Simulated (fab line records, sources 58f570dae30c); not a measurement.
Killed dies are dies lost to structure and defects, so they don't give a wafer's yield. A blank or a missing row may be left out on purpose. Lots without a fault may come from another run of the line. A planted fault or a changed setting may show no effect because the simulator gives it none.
One fault seen from 2 desks | flow berkeley_cmos170 | each desk has only its own numbers; what lay behind them comes last

THE METROLOGY DESK
What the gauges read, lot by lot, whatever tool the lot ran on: means of the sampled wafers that have a number. A lot is out of limits, marked OUT, if its mean lies more than 4 standard deviations from the usual mean; the brackets give that distance.
Columns: A = NWELL_TW at UCB170_NWELL_TW_MEAS_16, usual 1242; B = PWELL_NITRIDE_THK at UCB170_PWELL_THK_MEAS_06, usual 219.6 nm; C = FIELD_OXIDE_LEFT_2_THK at UCB170_FIELD_THK_MEAS_91, usual 357 nm
lot  | first seen here | A              | B     | C
L998 | day 2 12:32     | 1245           | 217.3 | 361
L999 | day 2 19:01     | 1244           | 217.7 | 361
L102 | day 3 06:32     | 1244           | 221.2 | 361
L104 | day 3 11:31     | 1468 (+39) OUT | 222.6 | 344
L103 | day 3 11:39     | 1466 (+39) OUT | 219.5 | 375
L107 | day 4 07:07     | 1236           | 218.4 | 357
L113 | day 5 11:43     | 1249           | 218.8 | 350
L114 | day 5 19:59     | 1240           | 219.0 | 356
L115 | day 5 20:17     | 1250           | 219.1 | 361
L117 | day 6 01:40     | 1241           | 219.6 | 375
L118 | day 6 09:56     | 1241           | 217.1 | 365
L120 | day 6 19:36     | 1250           | 220.4 | 361
L119 | day 6 19:41     | 1234           | 220.2 | 359
L121 | day 7 01:13     | 1243           | 216.9 | 362
This desk's finding: out of limits on L103, L104; first on L104, day 3 11:31 (NWELL_TW at UCB170_NWELL_TW_MEAS_16). In limits: L998, L999, L102, L107, L113, L114, L115, L117, L118, L120, L119, L121.

THE TOOL OWNER'S DESK: implanter-01
The tool's own readings at UCB170_NWELL_IMPLANT_14: means of the sampled wafers that have a number, for each lot that ran on this tool. A lot is out of limits, marked OUT, if its mean lies more than 4 standard deviations from the usual mean; the brackets give that distance.
Columns: A = dose_ions_cm2 at UCB170_NWELL_IMPLANT_14, usual 1.0001e+13; B = faraday_current_uA at UCB170_NWELL_IMPLANT_14, usual 31.7
lot  | first seen here | A                            | B
L102 | day 3 06:18     | 1.0009e+13                   | 31.6
L104 | day 3 11:18     | 1.6712e+13 (+99 or more) OUT | 52.4 (+34) OUT
L103 | day 3 11:24     | 1.6703e+13 (+99 or more) OUT | 53.4 (+36) OUT
This desk's finding: out of limits on L103, L104; first on L104, day 3 11:18 (dose_ions_cm2 at UCB170_NWELL_IMPLANT_14). In limits: L102.

PUT TOGETHER
The tool owner's desk could have raised an alarm at day 3 11:18, on L103, L104.
The metrology desk could have raised an alarm at day 3 11:31, on L103, L104.
Of the lots named, all ran UCB170_NWELL_IMPLANT_14 on implanter-01.

WHAT THE SIMULATOR HAD PUT IN
Process parameter drift: implanter-01, from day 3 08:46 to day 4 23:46, at UCB170_NWELL_IMPLANT_14. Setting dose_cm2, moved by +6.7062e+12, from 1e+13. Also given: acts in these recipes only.
Lots struck among those shown: L103, L104.
Hours from the fault's start to each desk's first reading out of limits: the tool owner's desk, 3; the metrology desk, 3.
